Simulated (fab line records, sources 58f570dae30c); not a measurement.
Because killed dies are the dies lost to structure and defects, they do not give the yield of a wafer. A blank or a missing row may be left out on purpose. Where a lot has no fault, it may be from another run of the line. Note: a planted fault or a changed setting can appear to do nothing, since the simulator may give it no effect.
Comparing a struck lot with a sound one :: flow berkeleyCmos170 :: 14 out of 331 route steps
Sound: wafers L690.1, L690.3, L690.5. Wafers struck: L696.1, L696.5, L696.6. The cause comes at the end.
At each step with rows: each side's tool, then ch and its chambers, then its first start. Under that, the readings that differ: sound wafers :: struck wafers :: difference of the means :: sigmas: that difference in standard deviations of wafers without a fault.
alike: readings with means less than 2 such deviations apart, plus words and numbers identical on both sides. not compared: withheld readings, readings lacking a value on some wafer, bounds such as >300 that could conceal the same value, and numbers that have no deviation in the record and whose values overlap.
The two part at a step that has a row with sigmas, a row that says differs or no value, or rows on one side only. When numbers do not overlap yet have no deviation, they are printed without sigmas and do not part them. Lack of a reading on every wafer of one side parts them only where that side has two or more wafers.

first, 4 steps without rows for these wafers: UCB170_WELLDRIVE_WET_ETCH_04 (etches SiO2 in BOE, time 120 s); UCB170_ACTIVE_CLEAN_00 (cleans in SPM, time 600 s); UCB170_ACTIVE_CLEAN_01 (cleans in dHF, time 60 s); UCB170_ACTIVE_OXIDATION_02 (target thk 26.4 nm, ox time 1260 s).
UCB170_ACTIVE_THK_MEAS_03:
  sound on filmMetro-02, day 5 05:55; struck on filmMetro-04, day 6 04:29
  alike: ACTIVE_OXIDE_THK
then, 2 steps without rows for these wafers: UCB170_ACTIVE_ANNEAL_04 (time 900 s); UCB170_ACTIVE_CVD_05 (deposits Si3N4 from SiH2Cl2/NH3, target thk 220 nm, time 3300 s).
UCB170_ACTIVE_THK_MEAS_06:
  sound on filmMetro-04, day 5 15:27; struck on filmMetro-03, day 6 12:16
  alike: ACTIVE_NITRIDE_THK
then, 4 steps without rows for these wafers: UCB170_ACTIVE_HMDS_07 (prime time 60 s); UCB170_ACTIVE_COAT_08 (resist thk 900 nm); UCB170_ACTIVE_SOFTBAKE_09 (time 58.8 s); UCB170_ACTIVE_EXPOSE_10 (exposes mask ACTIVE, target cd 1200 nm).
UCB170_ACTIVE_PEB_11:
  sound on lithoTrack-02 ch 0, day 5 16:27; struck on lithoTrack-01, day 6 13:14
  no value came back on the struck wafers for chillPlateTempC (C), exhaustPa (Pa), heaterPowerTotalW (W); on the sound wafers chillPlateTempC (C) reads 23.10 23.00 23.02
then, 1 step without rows for these wafers: UCB170_ACTIVE_DEVELOP_12 (develop time 45 s).

== WHERE THEY PART ==
Only at UCB170_ACTIVE_PEB_11, as far as this record shows.

WHY: the cause the simulator had injected
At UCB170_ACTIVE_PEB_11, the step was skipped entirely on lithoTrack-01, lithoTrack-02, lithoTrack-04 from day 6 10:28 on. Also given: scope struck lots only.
